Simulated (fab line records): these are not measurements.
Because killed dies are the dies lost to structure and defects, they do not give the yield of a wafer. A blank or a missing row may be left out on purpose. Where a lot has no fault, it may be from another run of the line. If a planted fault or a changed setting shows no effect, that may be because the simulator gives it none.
Comparing a struck lot with a sound one :: flow berkeleyCmos170 :: 41 steps out of a route of 331
Sound: wafers L773.2, L773.4, L773.6. Wafers L775.2, L775.3, L775.6 were the ones struck. The cause comes at the end.
At each step with rows: each side's tool, then ch and its chambers, then its first start. Under that, the readings that differ: sound wafers :: struck wafers :: difference of the means :: sigmas: that difference in standard deviations of wafers without a fault.
alike: words and numbers the same on both sides, and readings whose means are apart by under 2 such deviations; not compared: readings that were withheld, readings missing a value for some wafer, numbers with overlapping values and no deviation given by the record, and bounds like >300 which may hide the same value.
A row with sigmas, a row that says differs or no value, or rows on one side alone: a step with any of these is where the two part. Numbers that have no deviation but don't overlap get no sigmas and don't part them. A reading that every wafer of one side lacks parts them only if that side has two wafers or more.

first, 2 steps without rows for these wafers: UCB170_PFIELD_PEB_04; UCB170_PFIELD_DEVELOP_05 (develop time 45 s).
UCB170_PFIELD_OVL_MEAS_06:
  sound: overlay-01 at day 7 09:26; struck: overlay-02 at day 7 19:47
  alike: PFIELD_OVL
following that, these wafers have no rows for 1 step: UCB170_PFIELD_IMPLANT_07.
UCB170_PFIELD_STRIP_08: strips in O2.
  sound on plasmaAsher-04 ch 0, day 7 09:37; struck on plasmaAsher-03 ch 1, day 7 19:58
  alike: drypumpMotorCurrentA, oesProductAu, stripTimeToEndpointS
  not compared: rfHoursCounterH
UCB170_PFIELD_TW_MEAS_09:
  sound: filmMetro-04 at day 7 09:44; struck: filmMetro-01 at day 7 20:05
  alike: PFIELD_TW
then, 2 steps without rows for these wafers: UCB170_FIELD_CLEAN_00 (cleans in dHF, time 7.5 s); UCB170_FIELD_OXIDATION_01 (target thk 558.3 nm, ox time 7200 s).
UCB170_FIELD_THK_MEAS_02:
  sound: filmMetro-04 at day 7 15:32; struck: filmMetro-02 at day 7 23:20
  alike: FIELD_OXIDE_THK
then, 3 steps without rows for these wafers: UCB170_FIELD_ANNEAL_03 (time 1200 s); UCB170_FIELD_WET_ETCH_04 (etches SiO2 in dHF, time 60 s); UCB170_FIELD_WET_ETCH_05 (etches Si3N4 in H3PO4, time 12600 s).
UCB170_FIELD_WET_ETCH_06: etches SiO2 in BOE, time 22 s.
  sound on wetBench-01 ch 1, day 7 22:40; struck on wetBench-01 ch 3, day 8 06:46
  no value came back on the struck wafers for bathHeatDutyPct (%), runLengthS (s); on the sound wafers bathHeatDutyPct (%) reads 6.5 6.1 6.3
reading: model.SiO2_of_FIELD_OXIDATION_01.thkNm (nm)
sound: 439.4 439.4 444.3
struck: 495.8 490.5 481.7
difference: +48.3
sigmas: 

reading: model.SiO2_of_ACTIVE_OXIDATION_02.thkNm (nm)
sound: 0 0 0
struck: 21.29 21.32 21.59
difference: +21.40
sigmas: 
UCB170_FIELD_THK_MEAS_90:
  sound: filmMetro-04 at day 7 22:44; struck: filmMetro-02 at day 8 06:48
reading: FIELD_OXIDE_LEFT_1_THK (nm)
sound: 439 440 444
struck: 496 490 482
difference: +48
sigmas: +4
then, 11 steps without rows for these wafers: UCB170_SACOX_CLEAN_00 (cleans in dHF, time 7.5 s); UCB170_SACOX_OXIDATION_01 (target thk 14.4 nm, ox time 2400 s); UCB170_SCREENOX_WET_ETCH_00 (etches SiO2 in dHF, time 200 s); UCB170_SCREENOX_OXIDATION_01 (target thk 14.4 nm, ox time 2400 s); UCB170_SCREENOX_ANNEAL_03 (time 900 s); UCB170_NVT_HMDS_00 (prime time 60 s); UCB170_NVT_COAT_01 (resist thk 900 nm); UCB170_NVT_SOFTBAKE_02 (time 60 s); UCB170_NVT_EXPOSE_03 (exposes mask PWELL, target cd 3000 nm); UCB170_NVT_PEB_04; UCB170_NVT_DEVELOP_05 (develop time 45 s).
UCB170_NVT_OVL_MEAS_06:
  sound: overlay-02 at day 8 13:53; struck: overlay-01 at day 8 21:41
  alike: NVT_OVL
following that, these wafers have no rows for 1 step: UCB170_NVT_IMPLANT_07.
UCB170_NVT_STRIP_08: strips in O2.
  sound on plasmaAsher-03 ch 0,1, day 8 14:04; struck on plasmaAsher-02 ch 0,1, day 8 21:52
  alike: drypumpMotorCurrentA, oesProductAu, stripTimeToEndpointS
  not compared: rfHoursCounterH
UCB170_NVT_TW_MEAS_09:
  sound: filmMetro-04 at day 8 14:11; struck: filmMetro-04 at day 8 21:58
  alike: NVT_TW
then, 3 steps without rows for these wafers: UCB170_NVT_CLEAN_10 (cleans in SPM, time 600 s); UCB170_PVT_HMDS_00 (prime time 60 s); UCB170_PVT_COAT_01 (resist thk 900 nm).
UCB170_PVT_SOFTBAKE_02: time 62.52 s.
  sound on lithoTrack-04 ch 0, day 8 15:10; struck on lithoTrack-04 ch 0, day 8 22:31
  alike: plateSensorTCentreC, plateSensorTEdgeC
then, 3 steps without rows for these wafers: UCB170_PVT_EXPOSE_03 (exposes mask NWELL, target cd 3000 nm); UCB170_PVT_PEB_04; UCB170_PVT_DEVELOP_05 (develop time 45 s).
UCB170_PVT_OVL_MEAS_06:
  sound: overlay-02 at day 8 16:04; struck: overlay-02 at day 8 23:14
reading: PVT_OVL (nm)
sound: 2 6 3
struck: -7 -9 -15
difference: -14
sigmas: -2
following that, these wafers have no rows for 1 step: UCB170_PVT_IMPLANT_07.
UCB170_PVT_STRIP_08: strips in O2.
  sound on plasmaAsher-04 ch 0,1, day 8 16:15; struck on plasmaAsher-01 ch 0,1, day 8 23:25
  alike: drypumpMotorCurrentA, oesProductAu, stripTimeToEndpointS
  not compared: rfHoursCounterH
UCB170_PVT_TW_MEAS_09:
  sound: filmMetro-04 at day 8 16:22; struck: filmMetro-01 at day 8 23:32
  alike: PVT_TW
UCB170_FIELD_THK_MEAS_91:
  sound: filmMetro-01 at day 8 16:29; struck: filmMetro-04 at day 8 23:39
reading: FIELD_OXIDE_LEFT_2_THK (nm)
sound: 352 352 357
struck: 406 401 393
difference: +46
sigmas: +4

== WHERE THEY PART ==
First at UCB170_FIELD_WET_ETCH_06; last, within this record, at UCB170_FIELD_THK_MEAS_91.

WHY: what had been put in by the simulator
Entire step skipped (wetBench-01, UCB170_FIELD_WET_ETCH_06), from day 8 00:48 onward. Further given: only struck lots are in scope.
